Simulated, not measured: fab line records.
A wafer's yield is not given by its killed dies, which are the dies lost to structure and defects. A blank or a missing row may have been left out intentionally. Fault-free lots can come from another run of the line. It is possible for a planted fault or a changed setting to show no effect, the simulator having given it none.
Which tool did it? / flow rit cmos / 6 lots, 18 wafers sampled, at 3 steps of a route of 202

== WHAT THE GAUGES SHOWED, per wafer ==
RIT_GATE_THK_MEAS_07.
lot=L933; measured=day 2 16:15; on=film metro-04; GATE_OXIDE_THK (nm)=3.10 3.08 3.00
lot=L935; measured=day 3 02:10; on=film metro-04; GATE_OXIDE_THK (nm)=2.93 2.96 2.96
lot=L937; measured=day 3 12:31; on=film metro-02; GATE_OXIDE_THK (nm)=2.99 2.98 2.98
lot=L939; measured=day 3 21:46; on=film metro-04; GATE_OXIDE_THK (nm)=3.05 3.03 3.07
lot=L945; measured=day 5 05:26; on=film metro-04; GATE_OXIDE_THK (nm)=3.10 3.06 3.10
lot=L948; measured=day 5 19:07; on=film metro-04; GATE_OXIDE_THK (nm)=3.46 3.44 3.44

== WHAT TOOL EACH LOT RAN ON (gives the tool, then ch and the chambers of the sampled wafers, and finally the start) ==
lot=L933; RIT_NWELL_STRIP_09=plasma asher-01 ch 0,1, day 2 03:46; RIT_GATE_OXIDATION_05=furnace-03 ch 0, day 2 14:55
lot=L935; RIT_NWELL_STRIP_09=plasma asher-03 ch 0,1, day 2 13:37; RIT_GATE_OXIDATION_05=furnace-04 ch 0, day 3 00:35
lot=L937; RIT_NWELL_STRIP_09=plasma asher-01 ch 0,1, day 3 00:04; RIT_GATE_OXIDATION_05=furnace-03 ch 0, day 3 11:05
lot=L939; RIT_NWELL_STRIP_09=plasma asher-03 ch 0,1, day 3 09:17; RIT_GATE_OXIDATION_05=furnace-03 ch 0, day 3 20:26
lot=L945; RIT_NWELL_STRIP_09=plasma asher-01 ch 0, day 4 16:24; RIT_GATE_OXIDATION_05=furnace-01 ch 0, day 5 04:06
lot=L948; RIT_NWELL_STRIP_09=plasma asher-01 ch 0,1, day 5 05:43; RIT_GATE_OXIDATION_05=furnace-03 ch 0, day 5 16:47
- RIT_NWELL_STRIP_09: strips in O2, time 180 s.
- RIT_GATE_OXIDATION_05: target thk 3 nm, ox time 270 s.

== THE ANSWER, worked out from the rows above alone ==
Rule: the usual values come from the lots themselves. The widest of any qualifying gaps counts: lots, ordered by their means at a reading, are off when they make up no more than a third of the lots, leave a main group of 4 or more, and stand apart from it by 3 or more times the standard deviation of that group's means. Not used: any main group whose means are identical at the precision the tables above print for the reading. Also off: a lot with no number at a reading for which 4 or more lots have one. Any other lot the step has rows for is counted as sound.
Off: at RIT_GATE_THK_MEAS_07 (GATE_OXIDE_THK), L948. Main group: mean 3.03 nm, sd 0.051.
A tool fits if, at a process step before that reading, it ran every lot that is off, and no sound lot after the first of them. Those tools and the gauges at RIT_GATE_THK_MEAS_07 are tried in the same way. Can't be told from this: 3 tools fit, plasma asher-01 at RIT_NWELL_STRIP_09, furnace-03 at RIT_GATE_OXIDATION_05, film metro-04 at RIT_GATE_THK_MEAS_07.

== WHAT THE SIMULATOR PUT IN ==
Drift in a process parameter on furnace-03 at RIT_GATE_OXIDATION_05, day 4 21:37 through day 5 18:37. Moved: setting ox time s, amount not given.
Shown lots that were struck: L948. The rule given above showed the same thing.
